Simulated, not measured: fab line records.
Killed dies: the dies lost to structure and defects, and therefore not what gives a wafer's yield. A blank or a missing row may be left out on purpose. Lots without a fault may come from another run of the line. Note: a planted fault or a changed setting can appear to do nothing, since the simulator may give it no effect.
Problem report, 8D (eight disciplines) form, completed by code + flow berkeley_cmos170 + the parts of the form that need people (team, actions taken, sign-off) are left out

== 1. THE ISSUE ==
killed_at_M0_to_M3 at UCB170_M3_PROBE_99 reads a mean of 29.3 on 6 wafers of 2 lots; wafers without a fault read 0.8 with a standard deviation of 0.87. That puts it +33 standard deviations away from the usual mean.
First observed at day 11 01:26: wafer L370.2, on prober-01. Wafers with a number at this step in the record: 42, from 14 lots. By rule, "out" or "out of limits" means more than 4 standard deviations away from the usual mean. The other wafers with a number count as sound.

== 2. WHAT IT IS, AND WHAT IT ISN'T ==
| question                    | is                                                                                                                                           | is not                                                                                 |
|-----------------------------|----------------------------------------------------------------------------------------------------------------------------------------------|----------------------------------------------------------------------------------------|
| which readings at this step | killed_at_M0_to_M3, defect_limited_yield, killed_dies, killed_on_rim, sort_bin_3_pad_short, sort_bin_5_function, sort_n_pass, sort_yield_pct | killed_short                                                                           |
| which lots                  | L370, L371                                                                                                                                   | L360, L361, L363, L364, L365, L366, L367, L368, L378, L381, L382, L383                 |
| which wafers of those lots  | all that have a number                                                                                                                       | -                                                                                      |
| read on which tools         | prober-01                                                                                                                                    | prober-02                                                                              |
| when                        | from day 11 01:26                                                                                                                            | up to then (24 sound wafers); but 12 sound wafers of L378, L381, L382, L383 came after |

== 3. WHAT RULES OUT EACH SUSPECT ==
Counting: a tool stays on the suspect list if, at a process step up to the reading, it processed all lots that are out and no sound lot following the first of them.
- wet_bench-04 at UCB170_M3_STRIP_08 (strips KrF in DMSO, time 600 s): ruled out as a lasting fault. Following L370 (day 10 23:21), the first lot on it that is out, the sound lots L383, L382 were run on it.
- prober-01 at UCB170_M3_PROBE_99: ruled out as a lasting fault. Following L370 (day 11 01:26), the first lot on it that is out, the sound lots L378, L383 were run on it.
Left after counting: nothing in the record.

== 4. THE CAUSE (what the simulator had put in) ==
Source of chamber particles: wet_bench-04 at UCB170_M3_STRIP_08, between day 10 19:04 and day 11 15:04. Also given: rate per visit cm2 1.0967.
The count ruled it out by mistake, since the rule takes a fault to strike every lot its tool runs from the start of the fault on, and this one did not do so.

== 5. THE CHAIN OF EFFECTS, in route order ==
Each row: a reading where the mean over the struck wafers with a number is more than 3 standard deviations away from the usual. Scope: only readings with a usual standard deviation given in the record; hours: median across lots of the time from each lot's start at the first step in this table that gives one to its start at this step; sigmas: change in usual standard deviations.
| hours | step               | reading              | usual  | on struck wafers | change | sigmas |
|-------|--------------------|----------------------|--------|------------------|--------|--------|
| 0     | UCB170_M3_PROBE_99 | defect_limited_yield | 98.7 % | 87.5             | -11.2  | -16    |
| 0     | UCB170_M3_PROBE_99 | killed_at_M0_to_M3   | 0.8    | 29.3             | +28.5  | +33    |
| 0     | UCB170_M3_PROBE_99 | killed_dies          | 3.4    | 33.0             | +29.6  | +16    |
| 0     | UCB170_M3_PROBE_99 | killed_on_rim        | 1.1    | 10.0             | +8.9   | +7.4   |
| 0     | UCB170_M3_PROBE_99 | sort_bin_3_pad_short | 0.1 %  | 2.5              | +2.4   | +16    |
| 0     | UCB170_M3_PROBE_99 | sort_bin_5_function  | 0.8 %  | 7.8              | +7.0   | +12    |
| 0     | UCB170_M3_PROBE_99 | sort_bin_6_memory    | 0.5 %  | 2.2              | +1.7   | +3.9   |
| 0     | UCB170_M3_PROBE_99 | sort_n_pass          | 260.6  | 231.0            | -29.6  | -16    |
| 0     | UCB170_M3_PROBE_99 | sort_yield_pct       | 98.7 % | 87.5             | -11.2  | -16    |
Its process steps:
- UCB170_M3_PROBE_99

== 6. WHAT WOULD HAVE CAUGHT IT SOONER ==
In this record no reading fell out of limits until day 11 01:26, 6 hours after the fault had begun at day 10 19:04.
Of the tool readings at UCB170_M3_STRIP_08 for which the record gives a usual standard deviation, none was out on any struck wafer, so an alarm limit of 4 standard deviations on them would not have fired.
